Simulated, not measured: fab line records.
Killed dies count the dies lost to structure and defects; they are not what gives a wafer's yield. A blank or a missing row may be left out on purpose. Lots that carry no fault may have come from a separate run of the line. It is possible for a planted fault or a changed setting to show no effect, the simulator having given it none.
fab line records -- flow rit_cmos
record: lots: 14, wafers: 42, last_day: 8
route steps=202 shown NSD@138
lots with no fault: from the same line, run without faults
start_h: hours from the record's opening day to when the first of the lot's shown wafers began -- wait_h: hours elapsed since this lot's preceding step -- " as in the row above -- L1.1+2: a single row standing in for several wafers -- - no value present, or no start provided -- * or withheld: withheld -- < > ~ a bound
route shown NAME@n: NAME is a module with steps in the file, n the number in the route of the first one -- usual: mean/standard deviation of fault-free wafers -- same: alike in all rows -- chamber/n: place in a boat -- sites: readings site by site -- _std_site: their standard deviation -- _edge_site: the outer-site mean with the inner-site mean subtracted -- radius_mm: for every site, how far away it sits from the centre of the wafer -- mask NAME#n: copy n -- behind: the last tool/chamber to shape the wafer -- hold: what put the lot on hold/how long, in hours/how the hold closed -- device: the n, p or np transistor that did not switch -- end of line: the tests these same wafers got at the end of their route -- where a step has no rows: the recipe by itself -- killed: dies lost to structure and defects at the first sort, not the wafer's yield -- map: dies across one wafer; x = killed, . = not, _ = none there
set.NAME: setting as actually run; set.NAME@STEP: the setting as run at that earlier step -- model.NAME: the simulator's own value behind a step, which no gauge read
the route's steps for a sample of lots (tables are steps, rows are wafers)
== steps ==
step: RIT_NSD_HARDBAKE_07
recipe: resist: NOVOLAK, temp_c: 140, time_s: 60
usual: heater_power_total_W: 62.54/0.047, plate_temp_C: 140.00/0.13
lot.wafer,tool,chamber,start_h,wait_h,heater_power_total_W,plate_temp_C
L466.1,litho_track-02,0,53.94,0.0,62.55,139.85
L466.2,litho_track-02,0,53.94,0.0,62.47,139.90
L466.4,litho_track-02,0,53.94,0.0,62.54,139.86
L467.2,litho_track-01,0,55.28,0.0,62.57,139.81
L467.4,litho_track-01,0,55.28,0.0,62.58,139.96
L467.6,litho_track-01,0,55.28,0.0,62.60,139.91
L468.4,litho_track-03,0,61.95,0.1,62.65,140.02
L468.5,litho_track-03,0,61.95,0.1,62.49,140.09
L468.6,litho_track-03,0,61.95,0.1,62.53,140.26
L469.1,litho_track-01,0,64.29,0.0,62.52,139.89
L469.4,litho_track-01,0,64.29,0.0,62.50,139.97
L469.6,litho_track-01,0,64.29,0.0,62.46,140.17
L471.4,litho_track-02,0,76.94,0.1,62.45,139.87
L471.5,litho_track-02,0,76.94,0.1,62.56,139.89
L471.6,litho_track-02,0,76.94,0.1,62.53,139.95
L472.1,litho_track-02,0,83.66,0.0,62.58,140.18
L472.3,litho_track-02,0,83.66,0.0,62.54,140.08
L472.5,litho_track-02,0,83.66,0.0,62.55,140.00
L473.1,litho_track-01,0,89.13,0.0,62.54,140.11
L473.3,litho_track-01,0,89.13,0.0,62.53,139.99
L473.4,litho_track-01,0,89.13,0.0,62.60,139.89
L474.4,litho_track-02,0,95.78,0.2,62.52,139.99
L474.5,litho_track-02,0,95.78,0.2,62.52,139.87
L474.6,litho_track-02,0,95.78,0.2,62.62,139.85
L475.3,litho_track-01,0,98.43,0.1,62.51,140.17
L475.4,litho_track-01,0,98.43,0.1,62.52,139.93
L475.6,litho_track-01,0,98.43,0.1,62.48,140.15
L482.1,litho_track-03,0,132.37,0.0,62.54,139.93
L482.2,litho_track-03,0,132.37,0.0,62.47,139.94
L482.3,litho_track-03,0,132.37,0.0,62.64,139.78
L484.1,litho_track-02,0,142.45,0.0,58.80,133.65
L484.2,litho_track-02,0,142.45,0.0,58.95,133.95
L484.4,litho_track-02,0,142.45,0.0,58.86,133.74
L486.3,litho_track-02,0,153.26,0.1,58.84,133.89
L486.5,litho_track-02,0,153.26,0.1,58.92,133.63
L486.6,litho_track-02,0,153.26,0.1,58.84,133.86
L487.1,litho_track-01,0,157.25,0.0,62.57,140.09
L487.5,litho_track-01,0,157.25,0.0,62.57,139.98
L487.6,litho_track-01,0,157.25,0.0,62.56,139.77
L489.1,litho_track-03,0,177.51,0.0,62.57,139.88
L489.2,litho_track-03,0,177.51,0.0,62.47,140.03
L489.3,litho_track-03,0,177.51,0.0,62.49,140.05
== key ==
first_sign: step: RIT_NSD_HARDBAKE_07, reading: heater_power_total_W, direction: down, sigmas: 79, usual: 62.54, struck: 58.87
effect: step: RIT_NSD_HARDBAKE_07, reading: plate_temp_C, direction: down, sigmas: 47, usual: *, struck: *
met_at RIT_NSD_HARDBAKE_07
struck_lots L484,L486
tester_left_out L484,L486
onset_between 95.78 142.45
fault: kind: process_parameter_drift, tool: litho_track-02, chamber: -, onset_h: 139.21, steps: RIT_NSD_HARDBAKE_07, channel: temp_c, offset: *, shape: step, end_h: 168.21, acts_in: *, stated: *
tester_left_out: of these lots the tester's yield and bins aren't shown, on N5 and GAA mostly nor the transistor test; their killed dies are dies lost to structure and defects alone, not to doping, threshold or leakage, so they don't give the yield
